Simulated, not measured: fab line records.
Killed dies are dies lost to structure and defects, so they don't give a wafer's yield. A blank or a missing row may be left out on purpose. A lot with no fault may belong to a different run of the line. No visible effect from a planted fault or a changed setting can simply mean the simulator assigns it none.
One fault through the eyes of 2 desks ; flow rit cmos ; every desk sees just its own numbers, and what lay behind them comes last

== DESK OF THE TOOL OWNER: rie diel-01 ==
The tool's own readings at RIT_CONTACT_ETCH_11 (etches SiO2 in CHF3/CF4/Ar, stops on TiSi2, target depth 480 nm, time 320 s): means of the sampled wafers that have a number, for each lot that ran on this tool. Marked OUT: a lot whose mean sits more than 4 standard deviations from the usual mean, which makes it out of limits; the brackets give that distance.
Columns: A = drypump motor current A at RIT_CONTACT_ETCH_11, usual 5.9 A; B = oes product au at RIT_CONTACT_ETCH_11, usual 0.991 a.u.; C = throttle valve pct at RIT_CONTACT_ETCH_11, usual 8.89 %
lot;first seen here;A;B;C
L573;day 6 20:30;6.1;0.989;8.90
L577;day 7 09:55;5.9;0.980;8.90
L578;day 7 14:26;5.7;0.974;8.87
L580;day 7 19:34;5.7;0.979;8.87
Finding of this desk: none of the 4 lots has anything out of limits.

== FROM THE METROLOGY DESK ==
Lot by lot, what the gauges showed, no matter which tool ran the lot: averages of those sampled wafers that carry a number. Marked OUT: a lot whose mean sits more than 4 standard deviations from the usual mean, which makes it out of limits; the brackets give that distance.
Columns: A = CONTACT_TEOS_THK at RIT_CONTACT_THK_MEAS_01, usual 400 nm; B = cd nm at RIT_CONTACT_CD_MEAS_08, usual 999.9 nm; C = CONTACT_OVL at RIT_CONTACT_OVL_MEAS_09, usual -0.1 nm
lot;first seen here;A;B;C
L560;day 4 03:46;399;1003.2;0.6
L573;day 6 18:39;397;997.3;-1.1
L577;day 7 08:16;399;1000.1;0.2
L578;day 7 12:38;399;998.1;-0.3
L580;day 7 18:15;397;997.8;-1.5
L581;day 8 00:30;397;1001.1;-1.5
L582;day 8 03:05;403;1000.6;-0.7
Finding of this desk: none of the 7 lots has anything out of limits.

== ALL TOGETHER ==
The desk of the tool owner found nothing out of limits.
Metrology desk: nothing out of limits seen.

== WHAT THE SIMULATOR HAD PUT IN ==
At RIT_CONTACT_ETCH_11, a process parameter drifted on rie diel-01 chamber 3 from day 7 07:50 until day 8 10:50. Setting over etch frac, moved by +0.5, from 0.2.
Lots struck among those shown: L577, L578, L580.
